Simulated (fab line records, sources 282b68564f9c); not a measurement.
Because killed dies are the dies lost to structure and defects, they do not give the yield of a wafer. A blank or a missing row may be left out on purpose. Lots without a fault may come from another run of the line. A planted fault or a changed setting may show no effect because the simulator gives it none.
fab line records | flow rit-cmos
record: lots: 14 | wafers: 42 | last-day: 7
route steps=202 shown FOX2@23
lots with no fault: from the same line, run without faults
start-h: hours from the record's opening day to when the first of the lot's shown wafers began | wait-h: hours elapsed since this lot's preceding step | " as in the row above | L1.1+2: one row covering several wafers at once | - value missing, or start not given | * or withheld: withheld | < > ~ a bound
route shown NAME@n: NAME is a module with steps in the file, n the number in the route of the first one | usual: the fault-free wafers' mean and standard deviation | same: alike in all rows | chamber/n: place in a boat | sites: readings site by site | _std_site: how widely they spread, as a standard deviation | _edge_site: inner sites' mean taken away from outer sites' mean | radius-mm: how far each site lies from the wafer's centre | mask NAME#n: copy n | behind: the most recent tool/chamber to have shaped the wafer | hold: why the lot was held/for how many hours/how that ended | device: the n, p or np transistor that did not switch | end of line: the tests these same wafers got at the end of their route | where a step has no rows: the recipe by itself | killed: count of dies lost to structure and defects at first sort (not the wafer's yield) | map: a wafer's dies, x killed, . not, _ none there
set.NAME: the setting as run; set.NAME@STEP: as run at that earlier step | model.NAME: the simulator's own value behind a step, which no gauge read
one table for each step of the route and one row for each wafer, over a sample of lots
services: from which hour (start-h, from the record's first day; less than 0 if before it) a tool's chamber was out of use, for how many hours, and why
== steps ==
step: RIT_FOX2_OXIDATION_00
recipe: temp-c: 1100 | ambient: H2O | target-thk-a: 3507 | p-h2o-torr: 720 | ox-time-s: 1130
usual: ox-time-s: 1130/0 | spike-tc-load-C: 1126/4.1 | zone-power-load-pct: 45.5/2.1 | zone-power-source-pct: 41/3.6
lot.wafer | tool       | chamber | start-h | wait-h | ox-time-s | spike-tc-load-C | zone-power-load-pct | zone-power-source-pct
L923.1    | furnace-02 | 0       | 18.07   | 0.0    | 1130      | 1128            | 43.8                | 37
L923.2    | "          | 0       | "       | "      | 1130      | 1130            | 42.5                | 38
L923.5    | "          | 0       | "       | "      | 1130      | 1129            | 43.6                | 38
L924.3    | furnace-04 | 0       | 22.12   | 0.0    | 1130      | 1122            | 44.8                | 46
L924.5    | "          | 0       | "       | "      | 1130      | 1121            | 45.5                | 45
L924.6    | "          | 0       | "       | "      | 1130      | 1121            | 45.4                | 45
L925.1    | furnace-02 | 0       | 27.02   | 0.0    | 1130      | 1129            | 42.9                | 38
L925.4    | "          | 0       | "       | "      | 1130      | 1127            | 43.1                | 38
L925.6    | "          | 0       | "       | "      | 1130      | 1130            | 43.5                | 39
L929.2    | furnace-02 | 0       | 48.62   | 0.1    | 1130      | 1128            | 42.7                | 38
L929.3    | "          | 0       | "       | "      | 1130      | 1129            | 43.3                | 39
L929.6    | "          | 0       | "       | "      | 1130      | 1128            | 43.6                | 39
L930.1    | furnace-04 | 0       | 52.12   | 0.0    | 1130      | 1121            | 45.9                | 44
L930.2    | "          | 0       | "       | "      | 1130      | 1121            | 44.9                | 45
L930.6    | "          | 0       | "       | "      | 1130      | 1122            | 45.2                | 44
L932.2    | furnace-02 | 0       | 63.79   | 0.0    | 734.5     | 1129            | 43.0                | 38
L932.4    | "          | 0       | "       | "      | 734.5     | 1128            | 44.1                | 38
L932.5    | "          | 0       | "       | "      | 734.5     | 1129            | 42.5                | 38
L933.1    | furnace-02 | 0       | 67.56   | 0.3    | 734.5     | 1129            | 43.0                | 38
L933.4    | "          | 0       | "       | "      | 734.5     | 1130            | 42.9                | 38
L933.6    | "          | 0       | "       | "      | 734.5     | 1128            | 42.7                | 38
L934.2    | furnace-04 | 0       | 73.44   | 1.3    | 1130      | 1121            | 46.1                | 44
L934.4    | "          | 0       | "       | "      | 1130      | 1121            | 44.9                | 45
L934.6    | "          | 0       | "       | "      | 1130      | 1121            | 45.0                | 46
L935.1    | furnace-04 | 0       | 78.30   | 0.0    | 1130      | 1122            | 45.3                | 46
L935.4    | "          | 0       | "       | "      | 1130      | 1120            | 45.5                | 44
L935.5    | "          | 0       | "       | "      | 1130      | 1122            | 45.4                | 45
L936.4    | furnace-01 | 0       | 86.07   | 1.2    | 1130      | 1130            | 49.0                | 37
L936.5    | "          | 0       | "       | "      | 1130      | 1130            | 48.0                | 37
L936.6    | "          | 0       | "       | "      | 1130      | 1130            | 48.8                | 37
L941.2    | furnace-04 | 0       | 107.37  | 0.0    | 1130      | 1122            | 46.0                | 45
L941.3    | "          | 0       | "       | "      | 1130      | 1123            | 45.2                | 44
L941.4    | "          | 0       | "       | "      | 1130      | 1122            | 46.3                | 45
L942.4    | furnace-04 | 0       | 112.00  | 0.0    | 1130      | 1122            | 45.9                | 45
L942.5    | "          | 0       | "       | "      | 1130      | 1121            | 44.8                | 45
L942.6    | "          | 0       | "       | "      | 1130      | 1123            | 44.7                | 46
L944.1    | furnace-04 | 0       | 122.16  | 0.0    | 1130      | 1121            | 45.5                | 45
L944.2    | "          | 0       | "       | "      | 1130      | 1122            | 45.7                | 45
L944.5    | "          | 0       | "       | "      | 1130      | 1121            | 46.1                | 45
L946.3    | furnace-01 | 0       | 132.30  | 0.0    | 1130      | 1130            | 49.9                | 38
L946.4    | "          | 0       | "       | "      | 1130      | 1130            | 48.8                | 37
L946.5    | "          | 0       | "       | "      | 1130      | 1129            | 48.3                | 37
step: RIT_FOX2_THK_MEAS_01
recipe: reads: SiO2_of_FOX2_OXIDATION_00
usual: FOX2_OXIDE_THK: 349/4.9
lot.wafer | tool          | chamber | start-h | wait-h | FOX2_OXIDE_THK[nm]
L923.1    | film-metro-03 | -       | 19.39   | 0.0    | 351
L923.2    | "             | -       | "       | "      | 346
L923.5    | "             | -       | "       | "      | 350
L924.3    | film-metro-01 | -       | 23.46   | 0.0    | 349
L924.5    | "             | -       | "       | "      | 342
L924.6    | "             | -       | "       | "      | 343
L925.1    | film-metro-02 | -       | 28.34   | 0.0    | 356
L925.4    | "             | -       | "       | "      | 346
L925.6    | "             | -       | "       | "      | 351
L929.2    | film-metro-03 | -       | 49.94   | 0.0    | 345
L929.3    | "             | -       | "       | "      | 347
L929.6    | "             | -       | "       | "      | 348
L930.1    | film-metro-03 | -       | 53.43   | 0.0    | 346
L930.2    | "             | -       | "       | "      | 348
L930.6    | "             | -       | "       | "      | 344
L932.2    | film-metro-03 | -       | 65.12   | 0.0    | 269
L932.4    | "             | -       | "       | "      | 270
L932.5    | "             | -       | "       | "      | 272
L933.1    | film-metro-03 | -       | 68.88   | 0.0    | 264
L933.4    | "             | -       | "       | "      | 267
L933.6    | "             | -       | "       | "      | 267
L934.2    | film-metro-01 | -       | 74.77   | 0.0    | 346
L934.4    | "             | -       | "       | "      | 349
L934.6    | "             | -       | "       | "      | 344
L935.1    | film-metro-01 | -       | 79.62   | 0.0    | 354
L935.4    | "             | -       | "       | "      | 353
L935.5    | "             | -       | "       | "      | 346
L936.4    | film-metro-02 | -       | 87.41   | 0.0    | 353
L936.5    | "             | -       | "       | "      | 349
L936.6    | "             | -       | "       | "      | 345
L941.2    | film-metro-03 | -       | 108.69  | 0.0    | 340
L941.3    | "             | -       | "       | "      | 342
L941.4    | "             | -       | "       | "      | 340
L942.4    | film-metro-03 | -       | 113.34  | 0.0    | 349
L942.5    | "             | -       | "       | "      | 354
L942.6    | "             | -       | "       | "      | 347
L944.1    | film-metro-02 | -       | 123.48  | 0.0    | 371
L944.2    | "             | -       | "       | "      | 364
L944.5    | "             | -       | "       | "      | 359
L946.3    | film-metro-01 | -       | 133.63  | 0.0    | 347
L946.4    | "             | -       | "       | "      | 348
L946.5    | "             | -       | "       | "      | 346
step: RIT_FOX2_THK_MEAS_90
recipe: reads: SiO2_of_FOX2_OXIDATION_00
usual: FIELD_OXIDE_LEFT_1_THK: 321/4.9
lot.wafer | tool          | chamber | start-h | wait-h | FIELD_OXIDE_LEFT_1_THK[nm]
L923.1    | film-metro-02 | -       | 20.26   | 0.0    | 323
L923.2    | "             | -       | "       | "      | 318
L923.5    | "             | -       | "       | "      | 322
L924.3    | film-metro-02 | -       | 24.40   | 0.0    | 321
L924.5    | "             | -       | "       | "      | 315
L924.6    | "             | -       | "       | "      | 316
L925.1    | film-metro-03 | -       | 29.21   | 0.0    | 328
L925.4    | "             | -       | "       | "      | 318
L925.6    | "             | -       | "       | "      | 323
L929.2    | film-metro-03 | -       | 50.89   | 0.0    | 318
L929.3    | "             | -       | "       | "      | 319
L929.6    | "             | -       | "       | "      | 321
L930.1    | film-metro-01 | -       | 54.31   | 0.0    | 318
L930.2    | "             | -       | "       | "      | 320
L930.6    | "             | -       | "       | "      | 316
L932.2    | film-metro-02 | -       | 65.99   | 0.0    | 241
L932.4    | "             | -       | "       | "      | 243
L932.5    | "             | -       | "       | "      | 245
L933.1    | film-metro-01 | -       | 69.75   | 0.0    | 237
L933.4    | "             | -       | "       | "      | 239
L933.6    | "             | -       | "       | "      | 239
L934.2    | film-metro-03 | -       | 75.64   | 0.0    | 319
L934.4    | "             | -       | "       | "      | 322
L934.6    | "             | -       | "       | "      | 317
L935.1    | film-metro-03 | -       | 80.49   | 0.0    | 327
L935.4    | "             | -       | "       | "      | 325
L935.5    | "             | -       | "       | "      | 318
L936.4    | film-metro-03 | -       | 88.29   | 0.0    | 326
L936.5    | "             | -       | "       | "      | 321
L936.6    | "             | -       | "       | "      | 318
L941.2    | film-metro-03 | -       | 109.57  | 0.0    | 312
L941.3    | "             | -       | "       | "      | 315
L941.4    | "             | -       | "       | "      | 313
L942.4    | film-metro-03 | -       | 114.22  | 0.0    | 322
L942.5    | "             | -       | "       | "      | 327
L942.6    | "             | -       | "       | "      | 320
L944.1    | film-metro-01 | -       | 124.35  | 0.0    | 344
L944.2    | "             | -       | "       | "      | 337
L944.5    | "             | -       | "       | "      | 332
L946.3    | film-metro-01 | -       | 134.51  | 0.0    | 319
L946.4    | "             | -       | "       | "      | 320
L946.5    | "             | -       | "       | "      | 319
step: RIT_FOX2_THK_MEAS_91
recipe: reads: SiO2_of_FOX2_OXIDATION_00
usual: FIELD_OXIDE_LEFT_2_THK: 253/5.1
lot.wafer | tool          | chamber | start-h | wait-h | FIELD_OXIDE_LEFT_2_THK[nm]
L923.1    | film-metro-03 | -       | 32.65   | 0.0    | 255
L923.2    | "             | -       | "       | "      | 251
L923.5    | "             | -       | "       | "      | 254
L924.3    | film-metro-02 | -       | 36.99   | 0.0    | 254
L924.5    | "             | -       | "       | "      | 248
L924.6    | "             | -       | "       | "      | 249
L925.1    | film-metro-03 | -       | 41.63   | 0.0    | 260
L925.4    | "             | -       | "       | "      | 251
L925.6    | "             | -       | "       | "      | 255
L929.2    | film-metro-03 | -       | 63.42   | 0.0    | 249
L929.3    | "             | -       | "       | "      | 251
L929.6    | "             | -       | "       | "      | 252
L930.1    | film-metro-02 | -       | 66.50   | 0.0    | 250
L930.2    | "             | -       | "       | "      | 252
L930.6    | "             | -       | "       | "      | 248
L932.2    | film-metro-01 | -       | 78.14   | 0.0    | 174
L932.4    | "             | -       | "       | "      | 174
L932.5    | "             | -       | "       | "      | 177
L933.1    | film-metro-02 | -       | 82.55   | 0.0    | 167
L933.4    | "             | -       | "       | "      | 170
L933.6    | "             | -       | "       | "      | 170
L934.2    | film-metro-03 | -       | 87.83   | 0.0    | 251
L934.4    | "             | -       | "       | "      | 255
L934.6    | "             | -       | "       | "      | 249
L935.1    | film-metro-01 | -       | 92.76   | 0.0    | 259
L935.4    | "             | -       | "       | "      | 257
L935.5    | "             | -       | "       | "      | 250
L936.4    | film-metro-01 | -       | 100.67  | 0.0    | 258
L936.5    | "             | -       | "       | "      | 253
L936.6    | "             | -       | "       | "      | 250
L941.2    | film-metro-01 | -       | 122.50  | 0.0    | 244
L941.3    | "             | -       | "       | "      | 246
L941.4    | "             | -       | "       | "      | 245
L942.4    | film-metro-03 | -       | 127.13  | 0.0    | 253
L942.5    | "             | -       | "       | "      | 258
L942.6    | "             | -       | "       | "      | 251
L944.1    | film-metro-01 | -       | 136.99  | 0.0    | 277
L944.2    | "             | -       | "       | "      | 270
L944.5    | "             | -       | "       | "      | 266
L946.3    | film-metro-03 | -       | 147.34  | 0.0    | 251
L946.4    | "             | -       | "       | "      | 252
L946.5    | "             | -       | "       | "      | 251
== services ==
tool       | chamber | start-h | hours | kind
furnace-02 | -       | -3.18   | 11.1  | pm
furnace-01 | -       | 8.21    | 3.5   | pm
furnace-02 | -       | 40.63   | 3.0   | pm
furnace-04 | -       | 45.34   | 2.8   | pm
furnace-04 | -       | 55.98   | 3.2   | pm
furnace-02 | -       | 89.09   | 3.4   | pm
== key ==
first-sign: step: RIT_FOX2_OXIDATION_00 | reading: ox-time-s | direction: down | sigmas: 99+ | usual: * | struck: *
effect: step: RIT_FOX2_THK_MEAS_01 | reading: FOX2_OXIDE_THK | direction: down | sigmas: 16 | usual: 349 | struck: 268
effect: step: RIT_FOX2_THK_MEAS_90 | reading: FIELD_OXIDE_LEFT_1_THK | direction: down | sigmas: 17 | usual: 321 | struck: 241
effect: step: RIT_FOX2_THK_MEAS_91 | reading: FIELD_OXIDE_LEFT_2_THK | direction: down | sigmas: 16 | usual: 253 | struck: 172
met-at RIT_FOX2_OXIDATION_00
struck-lots L932,L933
tester-left-out L932,L933
onset-between 48.62 63.79
fault: kind: process-parameter-drift | tool: furnace-02 | chamber: - | onset-h: 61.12 | steps: RIT_FOX2_OXIDATION_00 | channel: ox-time-s | offset: * | shape: step | end-h: 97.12 | acts-in: * | stated: *
tester-left-out: of these lots the tester's yield and bins aren't shown, on N5 and GAA mostly nor the transistor test; their killed dies are dies lost to structure and defects alone, not to doping, threshold or leakage, so they don't give the yield
